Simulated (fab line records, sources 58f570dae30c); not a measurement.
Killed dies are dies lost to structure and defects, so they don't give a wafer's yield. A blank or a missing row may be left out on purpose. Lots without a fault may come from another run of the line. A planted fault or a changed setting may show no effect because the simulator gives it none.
A struck lot beside a sound one | flow berkeley_cmos170 | 22 steps out of a route of 331
Sound: wafers L335.3, L335.4, L335.6. Struck: wafers L328.1, L328.3, L328.4. The cause comes at the end.
At each step with rows: each side's tool, then ch and its chambers, then its first start. Under that, the readings that differ: sound wafers | struck wafers | difference of the means | sigmas: that difference in standard deviations of wafers without a fault.
alike: readings whose means differ by less than 2 such deviations, and words and numbers that are the same on both sides. not compared: withheld readings, readings that some wafer has no value for, bounds like >300 that may hide the same value, and numbers for which the record gives no deviation and whose values overlap.
The two part at a step that has a row with sigmas, a row that says differs or no value, or rows on one side only. Numbers that don't overlap but have no deviation are shown without sigmas and don't part them. A reading that every wafer of one side lacks parts them only if that side has two wafers or more.

first, 6 steps without rows for these wafers: UCB170_ZERO_HMDS_00 (prime time 60 s); UCB170_ZERO_COAT_01 (resist thk 900 nm); UCB170_ZERO_SOFTBAKE_02 (time 60 s); UCB170_ZERO_EXPOSE_03 (exposes mask PM MARKS, target cd 4000 nm); UCB170_ZERO_PEB_04; UCB170_ZERO_DEVELOP_05 (develop time 45 s).
UCB170_ZERO_ETCH_06: etches SiO2 in CHF3/CF4/Ar, time 12 s.
  sound on rie_diel-04 ch 1,3, day 5 11:13; struck on rie_diel-02 ch 0,1,2, day 3 18:51
  alike: drypump_motor_current_A, oes_product_au, throttle_valve_pct
  not compared: rf_hours_counter_h
UCB170_ZERO_STRIP_07: strips in O2.
  sound on plasma_asher-01 ch 0,1, day 5 11:16; struck on plasma_asher-01 ch 0,1, day 3 18:52
  alike: drypump_motor_current_A, oes_product_au, strip_time_to_endpoint_s
  not compared: rf_hours_counter_h
then, 2 steps without rows for these wafers: UCB170_NWELL_WET_ETCH_00 (etches SiO2 in dHF, time 200 s); UCB170_NWELL_OXIDATION_01 (target thk 26.4 nm, ox time 1260 s).
UCB170_NWELL_THK_MEAS_02:
  sound on film_metro-01, day 5 15:29; struck on film_metro-02, day 3 23:08
  alike: NWELL_OXIDE_THK
then, 1 step without rows for these wafers: UCB170_NWELL_ANNEAL_03 (time 900 s).
UCB170_NWELL_CVD_04: deposits Si3N4 from SiH2Cl2/NH3, target thk 224 nm, time 3360 s.
  sound on lpcvd-02 ch 1, day 5 20:59; struck on lpcvd-01 ch 1, day 4 01:44
  reading                                 | sound             | struck            | difference | sigmas
  sih2cl2_flow_sccm (sccm)                | 25.07 24.97 24.89 | 37.43 37.43 37.28 | +12.40     | +99 or more
  zone_power_load_pct (%)                 | 18.3 17.7 18.1    | 25.0 24.8 25.0    | +6.9       | +2
  model.Si3N4_of_NWELL_CVD_04.thk_nm (nm) | 221.5 219.1 220.1 | 254.6 252.9 253.6 | +33.5      |
UCB170_NWELL_THK_MEAS_05:
  sound on film_metro-02, day 5 22:56; struck on film_metro-02, day 4 03:59
  reading                | sound             | struck            | difference | sigmas
  NWELL_NITRIDE_THK (nm) | 221.7 219.1 220.0 | 254.2 252.7 253.8 | +33.3      | +16
  not compared: hold
then, 5 steps without rows for these wafers: UCB170_NWELL_COAT_07 (resist thk 900 nm); UCB170_NWELL_SOFTBAKE_08 (time 60 s); UCB170_NWELL_EXPOSE_09 (exposes mask NWELL, target cd 3000 nm); UCB170_NWELL_PEB_10; UCB170_NWELL_DEVELOP_11 (develop time 45 s).
UCB170_NWELL_OVL_MEAS_12:
  sound on overlay-01, day 5 23:58; struck on overlay-01, day 4 08:30
  alike: NWELL_OVL
UCB170_NWELL_ETCH_13: etches Si3N4 in CH3F/Ar/O2, stops on SiO2, target depth 246.4 nm, time 154 s.
  sound on rie_diel-03 ch 0,2,3, day 5 23:59; struck on rie_diel-03 ch 0,1,2, day 4 08:32
  reading                  | sound             | struck            | difference | sigmas
  oes_product_au (a.u.)    | 0.947 0.925 0.909 | 0.989 0.967 0.979 | +0.051     | +3
  model.etch.depth_nm (nm) | 221.5 219.1 220.1 | 246.6 241.5 250.4 | +25.9      |
  alike: O2_flow_sccm, drypump_motor_current_A, throttle_valve_pct
  not compared: rf_hours_counter_h
then, 1 step without rows for these wafers: UCB170_NWELL_IMPLANT_14.

WHERE THEY PART
First at UCB170_NWELL_CVD_04; last, within this record, at UCB170_NWELL_ETCH_13.

WHY: what the simulator had put in
Process parameter drift: lpcvd-01, from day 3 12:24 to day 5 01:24, at UCB170_NWELL_CVD_04. Setting sih2cl2_flow_sccm, moved by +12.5, from 25. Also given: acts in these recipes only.
